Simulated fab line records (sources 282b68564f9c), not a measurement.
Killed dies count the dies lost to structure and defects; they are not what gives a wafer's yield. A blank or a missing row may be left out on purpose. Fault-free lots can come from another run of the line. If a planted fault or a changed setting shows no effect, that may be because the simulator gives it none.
Lot-split experiment || flow rit-cmos || 23 wafers read across 5 lots, on a route 202 steps long

## THE SPLIT
At RIT_GATE_OXIDATION_05 (target thk 3 nm, ox time 270 s), the setting ox-time-s was moved away from the recipe's 270 s on 20 of the 23 wafers read, by -12.5% to +13.2%. All remaining wafers had this setting at the recipe value.

## SPLIT TO READING: what lies between them in the file, 1 step
- RIT_GATE_ANNEAL_06: time 600 s

## THE READING
GATE_OXIDE_THK (nm), taken at RIT_GATE_THK_MEAS_07. A value of 2.99 nm with a standard deviation of 0.058 nm is what fault-free wafers of this fab line usually give.

{"wafer": "L075.1", "tool, chamber at the split": "-, -", "ox-time-s as run, s": 305.7, "against the recipe": "+13.2%", "GATE_OXIDE_THK, nm": 3.42, "against lot-mates on the recipe": "no lot-mate on the recipe"}
{"wafer": "L075.2", "tool, chamber at the split": "-, -", "ox-time-s as run, s": 305.7, "against the recipe": "+13.2%", "GATE_OXIDE_THK, nm": 3.37, "against lot-mates on the recipe": "no lot-mate on the recipe"}
{"wafer": "L075.3", "tool, chamber at the split": "-, -", "ox-time-s as run, s": 305.7, "against the recipe": "+13.2%", "GATE_OXIDE_THK, nm": 3.36, "against lot-mates on the recipe": "no lot-mate on the recipe"}
{"wafer": "L075.4", "tool, chamber at the split": "-, -", "ox-time-s as run, s": 305.7, "against the recipe": "+13.2%", "GATE_OXIDE_THK, nm": 3.31, "against lot-mates on the recipe": "no lot-mate on the recipe"}
{"wafer": "L075.6", "tool, chamber at the split": "-, -", "ox-time-s as run, s": 305.7, "against the recipe": "+13.2%", "GATE_OXIDE_THK, nm": 3.30, "against lot-mates on the recipe": "no lot-mate on the recipe"}
{"wafer": "L076.2", "tool, chamber at the split": "-, -", "ox-time-s as run, s": 236.2, "against the recipe": "-12.5%", "GATE_OXIDE_THK, nm": 2.70, "against lot-mates on the recipe": "no lot-mate on the recipe"}
{"wafer": "L076.3", "tool, chamber at the split": "-, -", "ox-time-s as run, s": 236.2, "against the recipe": "-12.5%", "GATE_OXIDE_THK, nm": 2.69, "against lot-mates on the recipe": "no lot-mate on the recipe"}
{"wafer": "L076.4", "tool, chamber at the split": "-, -", "ox-time-s as run, s": 236.2, "against the recipe": "-12.5%", "GATE_OXIDE_THK, nm": 2.70, "against lot-mates on the recipe": "no lot-mate on the recipe"}
{"wafer": "L076.5", "tool, chamber at the split": "-, -", "ox-time-s as run, s": 236.2, "against the recipe": "-12.5%", "GATE_OXIDE_THK, nm": 2.74, "against lot-mates on the recipe": "no lot-mate on the recipe"}
{"wafer": "L076.6", "tool, chamber at the split": "-, -", "ox-time-s as run, s": 236.2, "against the recipe": "-12.5%", "GATE_OXIDE_THK, nm": 2.76, "against lot-mates on the recipe": "no lot-mate on the recipe"}
{"wafer": "L079.2", "tool, chamber at the split": "-, -", "ox-time-s as run, s": 251.3, "against the recipe": "-6.9%", "GATE_OXIDE_THK, nm": 2.85, "against lot-mates on the recipe": "no lot-mate on the recipe"}
{"wafer": "L079.3", "tool, chamber at the split": "-, -", "ox-time-s as run, s": 251.3, "against the recipe": "-6.9%", "GATE_OXIDE_THK, nm": 2.85, "against lot-mates on the recipe": "no lot-mate on the recipe"}
{"wafer": "L079.4", "tool, chamber at the split": "-, -", "ox-time-s as run, s": 251.3, "against the recipe": "-6.9%", "GATE_OXIDE_THK, nm": 2.83, "against lot-mates on the recipe": "no lot-mate on the recipe"}
{"wafer": "L079.5", "tool, chamber at the split": "-, -", "ox-time-s as run, s": 251.3, "against the recipe": "-6.9%", "GATE_OXIDE_THK, nm": 2.77, "against lot-mates on the recipe": "no lot-mate on the recipe"}
{"wafer": "L079.6", "tool, chamber at the split": "-, -", "ox-time-s as run, s": 251.3, "against the recipe": "-6.9%", "GATE_OXIDE_THK, nm": 2.81, "against lot-mates on the recipe": "no lot-mate on the recipe"}
{"wafer": "L080.2", "tool, chamber at the split": "-, -", "ox-time-s as run, s": 300.3, "against the recipe": "+11.2%", "GATE_OXIDE_THK, nm": 3.23, "against lot-mates on the recipe": "no lot-mate on the recipe"}
{"wafer": "L080.3", "tool, chamber at the split": "-, -", "ox-time-s as run, s": 300.3, "against the recipe": "+11.2%", "GATE_OXIDE_THK, nm": 3.18, "against lot-mates on the recipe": "no lot-mate on the recipe"}
{"wafer": "L080.4", "tool, chamber at the split": "-, -", "ox-time-s as run, s": 300.3, "against the recipe": "+11.2%", "GATE_OXIDE_THK, nm": 3.20, "against lot-mates on the recipe": "no lot-mate on the recipe"}
{"wafer": "L080.5", "tool, chamber at the split": "-, -", "ox-time-s as run, s": 300.3, "against the recipe": "+11.2%", "GATE_OXIDE_THK, nm": 3.28, "against lot-mates on the recipe": "no lot-mate on the recipe"}
{"wafer": "L080.6", "tool, chamber at the split": "-, -", "ox-time-s as run, s": 300.3, "against the recipe": "+11.2%", "GATE_OXIDE_THK, nm": 3.17, "against lot-mates on the recipe": "no lot-mate on the recipe"}
{"wafer": "L085.2", "tool, chamber at the split": "furnace-03, 0", "ox-time-s as run, s": 270, "against the recipe": "recipe", "GATE_OXIDE_THK, nm": 2.99, "against lot-mates on the recipe": "-"}
{"wafer": "L085.3", "tool, chamber at the split": "furnace-03, 0", "ox-time-s as run, s": 270, "against the recipe": "recipe", "GATE_OXIDE_THK, nm": 2.97, "against lot-mates on the recipe": "-"}
{"wafer": "L085.4", "tool, chamber at the split": "furnace-03, 0", "ox-time-s as run, s": 270, "against the recipe": "recipe", "GATE_OXIDE_THK, nm": 2.97, "against lot-mates on the recipe": "-"}

THE FIT
A straight line over all 23 wafers: GATE_OXIDE_THK changes by +0.0234 nm for each +1% of ox-time-s; r = +0.98; the points scatter about the line by 0.049 nm.
Too few moved wafers with a lot-mate on the recipe to fit a line net of each lot's own level.

## THE WHOLE CHAIN: every reading that the file lists as answering this split, in the file's order
{"step": "RIT_GATE_OXIDATION_05", "what it does": "target thk 3 nm, ox time 270 s", "reading": "SiO2_of_GATE_OXIDATION_05.thk-nm (the simulator's own value, which no gauge read)", "change (the file's fit)": "+0.0237 nm for each +1% of the setting", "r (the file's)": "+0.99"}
{"step": "RIT_GATE_THK_MEAS_07", "what it does": "", "reading": "GATE_OXIDE_THK", "change (the file's fit)": "+0.0235 for each +1% of the setting", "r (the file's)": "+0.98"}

## THE FILE'S OWN FIT
GATE_OXIDE_THK changes by +0.0235 nm for each +1% of ox-time-s, r = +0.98.
